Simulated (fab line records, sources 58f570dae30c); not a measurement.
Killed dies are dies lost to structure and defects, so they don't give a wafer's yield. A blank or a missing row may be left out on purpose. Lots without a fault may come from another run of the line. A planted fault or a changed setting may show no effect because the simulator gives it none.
Which tool did it? | flow berkeley_cmos170 | 14 lots, 42 wafers sampled, at 2 steps of a route of 331

WHAT THE GAUGES READ, wafer by wafer
UCB170_M1_RS_MEAS_01: measures by four-point-probe.
lot  | measured     | on            | M1_AL_RS (ohm/sq)
L433 | day 7 16:01  | film_metro-04 | 0.0476 0.0475 0.0482
L435 | day 8 17:45  | film_metro-03 | 0.0483 0.0474 0.0475
L438 | day 8 19:41  | film_metro-04 | 0.0482 0.0482 0.0479
L437 | day 8 19:57  | film_metro-03 | 0.0476 0.0463 0.0469
L436 | day 8 20:10  | film_metro-02 | 0.0474 0.0478 0.0481
L440 | day 9 16:24  | film_metro-04 | 0.0479 0.0482 0.0480
L441 | day 10 00:10 | film_metro-02 | 0.0479 0.0487 0.0481
L442 | day 10 00:28 | film_metro-04 | 0.0470 0.0465 0.0469
L448 | day 11 04:35 | film_metro-03 | 0.0480 0.0486 0.0477
L447 | day 11 05:23 | film_metro-04 | 0.0486 0.0481 0.0483
L455 | day 12 07:14 | film_metro-04 | 0.0482 0.0479 0.0485
L453 | day 12 08:58 | film_metro-04 | 0.0487 0.0480 0.0484
L454 | day 12 09:07 | film_metro-03 | 0.0482 0.0482 0.0479
L456 | day 13 04:47 | film_metro-04 | 0.0469 0.0483 0.0469

WHICH TOOL RAN EACH LOT (tool, then ch and the chambers of the sampled wafers, then the start)
lot  | UCB170_CONTACT_STRIP_19
L433 | plasma_asher-04 ch 0,1, day 7 15:18
L435 | plasma_asher-04 ch 0,1, day 8 17:16
L438 | plasma_asher-01 ch 0, day 8 19:14
L437 | plasma_asher-04 ch 0,1, day 8 19:28
L436 | plasma_asher-01 ch 0,1, day 8 19:43
L440 | plasma_asher-03 ch 0,1, day 9 15:56
L441 | plasma_asher-03 ch 0,1, day 9 23:38
L442 | plasma_asher-04 ch 0,1, day 10 00:00
L448 | plasma_asher-01 ch 0,1, day 11 04:06
L447 | plasma_asher-04 ch 0, day 11 04:56
L455 | plasma_asher-03 ch 0,1, day 12 05:48
L453 | plasma_asher-01 ch 0,1, day 12 08:31
L454 | plasma_asher-04 ch 0,1, day 12 08:34
L456 | plasma_asher-03 ch 0,1, day 13 04:19
- UCB170_CONTACT_STRIP_19: strips in O2.

WHAT THE TOOLS THEMSELVES READ (means of the sampled wafers that have a number; where no wafer has one, the mark that the record gives instead)
UCB170_CONTACT_STRIP_19.
lot  | tool            | drypump_motor_current_A (A) | oes_product_au (a.u.)
L433 | plasma_asher-04 | 5.8                         | 0.727
L435 | plasma_asher-04 | 5.3                         | 0.723
L438 | plasma_asher-01 | 6.1                         | 0.728
L437 | plasma_asher-04 | 5.8                         | 0.725
L436 | plasma_asher-01 | 6.1                         | 0.724
L440 | plasma_asher-03 | 5.4                         | 0.732
L441 | plasma_asher-03 | 5.5                         | 0.725
L442 | plasma_asher-04 | 5.3                         | 0.730
L448 | plasma_asher-01 | 6.1                         | 0.724
L447 | plasma_asher-04 | 6.3                         | 0.724
L455 | plasma_asher-03 | 5.5                         | 0.724
L453 | plasma_asher-01 | 6.2                         | 0.728
L454 | plasma_asher-04 | 5.3                         | 0.726
L456 | plasma_asher-03 | 5.5                         | 0.723

THE ANSWER, worked out from the rows above alone
Rule: what is usual is taken from the lots themselves. Put in order of their means at a reading, lots are off if they are a third of the lots or fewer, leave a main group of 4 or more, and stand apart from it by a gap of 3 or more times the standard deviation of the main group's means; of several such gaps the widest counts. A main group whose means are all the same, to the digits that the tables above print for the reading, isn't used. A lot without any number at a reading at which 4 lots or more have one is off too. The other lots that the step has rows for count as sound. The gauges are gone through in route order, then the tools' own readings, and for those a lot's mean is taken as printed above. The first step at which some lot is off is used, and at that step the reading that is off furthest; a lot without a number counts as furthest.
No lot is off at any reading shown: from this, nothing can be told.

WHAT THE SIMULATOR HAD PUT IN
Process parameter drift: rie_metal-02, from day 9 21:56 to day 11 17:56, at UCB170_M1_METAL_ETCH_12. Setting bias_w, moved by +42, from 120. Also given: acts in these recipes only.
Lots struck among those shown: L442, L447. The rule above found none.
